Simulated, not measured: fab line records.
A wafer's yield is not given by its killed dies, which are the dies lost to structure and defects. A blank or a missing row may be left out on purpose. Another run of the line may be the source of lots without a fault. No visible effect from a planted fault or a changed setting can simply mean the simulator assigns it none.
Lot-split experiment | flow berkeley cmos170 | 23 wafers read across 5 lots, on a route 331 steps long

SPLIT DETAILS
At UCB170_NVT_COAT_01 (resist thk 900 nm), the setting spin rpm was moved away from the recipe's 1500 rpm on 4 of the 23 wafers read, by -5.8% to +7.4%. This setting was run at the recipe's value on the other wafers.

The reading is taken at the split's own step.

THE READING
KrF_of_NVT_COAT_01.thk nm (the simulator's own value, which no gauge read), in nm, at UCB170_NVT_COAT_01 (resist thk 900 nm). The file does not state a usual value for it. The 19 wafers here that ran the recipe average 898.4 nm, standard deviation 1.8 nm.

wafer  | tool, chamber at the split | spin rpm as run, rpm | against the recipe | KrF_of_NVT_COAT_01.thk nm, nm | against lot-mates on the recipe
L080.1 | litho track-01, 0          | 1500                 | recipe             | 901.2                         | -
L080.3 | litho track-01, 0          | 1500                 | recipe             | 901.2                         | -
L080.2 | litho track-01, 0          | 1500                 | recipe             | 898.2                         | -
L080.4 | litho track-01, 0          | 1500                 | recipe             | 898.9                         | -
L080.6 | litho track-01, 0          | 1500                 | recipe             | 899.3                         | -
L076.2 | litho track-04, 0          | 1500                 | recipe             | 897.7                         | -
L076.3 | litho track-04, 0          | 1611                 | +7.4%              | 866.6                         | -32.6
L076.4 | litho track-04, 0          | 1500                 | recipe             | 899.4                         | -
L076.5 | litho track-04, 0          | 1500                 | recipe             | 900.4                         | -
L076.6 | litho track-04, 0          | 1611                 | +7.4%              | 867.2                         | -32.0
L078.1 | litho track-04, 0          | 1413                 | -5.8%              | 923.2                         | +26.5
L078.2 | litho track-04, 0          | 1413                 | -5.8%              | 923.8                         | +27.1
L078.3 | litho track-04, 0          | 1500                 | recipe             | 896                           | -
L078.4 | litho track-04, 0          | 1500                 | recipe             | 897.5                         | -
L078.5 | litho track-04, 0          | 1500                 | recipe             | 896.7                         | -
L081.2 | litho track-04, 0          | 1500                 | recipe             | 894.5                         | -
L081.3 | litho track-04, 0          | 1500                 | recipe             | 896.2                         | -
L081.4 | litho track-04, 0          | 1500                 | recipe             | 896.9                         | -
L085.2 | litho track-01, 0          | 1500                 | recipe             | 898.5                         | -
L085.3 | litho track-01, 0          | 1500                 | recipe             | 900.4                         | -
L085.4 | litho track-01, 0          | 1500                 | recipe             | 899.6                         | -
L085.5 | litho track-01, 0          | 1500                 | recipe             | 898.4                         | -
L085.6 | litho track-01, 0          | 1500                 | recipe             | 898.8                         | -

FIT RESULTS
A straight line over all 23 wafers: KrF_of_NVT_COAT_01.thk nm changes by -4.28 nm for each +1% of spin rpm; r = -0.99; the points scatter about the line by 1.7 nm.
The same after taking each lot's own level away (the mean of its wafers on the recipe; 23 wafers): -4.46 nm for each +1%; r = -1.00; scatter 1 nm.
The reading moves by 33 nm for the largest change in spin rpm, on that fit.
Across the lots, their own levels run from 895.87 to 899.76 nm, a range of 2.2 times the standard deviation given above.
Consequently the slope shifts little with the lot-to-lot level, the two slopes agreeing.
Check: with one of the wafers moved furthest among these (+7.4%) left out of the fit, the line predicts -33 nm for it against its lot-mates. Against them it came out at -32.6 nm.

OTHER SPLITS APPLIED TO THESE WAFERS
These wafers also went through other splits before the reading. Each is held against what the fit with the lots' levels taken away leaves over:
other split on the same wafers         | wafers away from the commonest value | r with KrF_of_NVT_COAT_01.thk nm (lot level and that fit taken away)
UCB170_START_OXIDATION_02 temp c       | 18                                   | +0.12
UCB170_NWELL_CVD_04 time s             | 10                                   | +0.07
UCB170_NWELL_IMPLANT_14 energy kev     | 7                                    | +0.08
UCB170_PWELL_IMPLANT_15 energy kev     | 8                                    | +0.17
UCB170_ACTIVE_CVD_05 sih2cl2 flow sccm | 18                                   | -0.10
UCB170_ACTIVE_COAT_08 resist thk nm    | 5                                    | -0.02
UCB170_PFIELD_IMPLANT_07 energy kev    | 6                                    | +0.02

THE WHOLE CHAIN: every reading that the file lists as answering this split, in the file's order
step                | what it does      | reading                                                                    | change (the file's fit)              | r (the file's)
UCB170_NVT_COAT_01  | resist thk 900 nm | KrF_of_NVT_COAT_01.thk nm (the simulator's own value, which no gauge read) | -4.45 nm for each +1% of the setting | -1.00
UCB170_NVT_STRIP_08 | strips in O2      | strip time to endpoint s                                                   | withheld for each +1% of the setting | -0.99

FILE'S OWN FIT
KrF_of_NVT_COAT_01.thk nm changes by -4.45 nm for each +1% of spin rpm, r = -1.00.
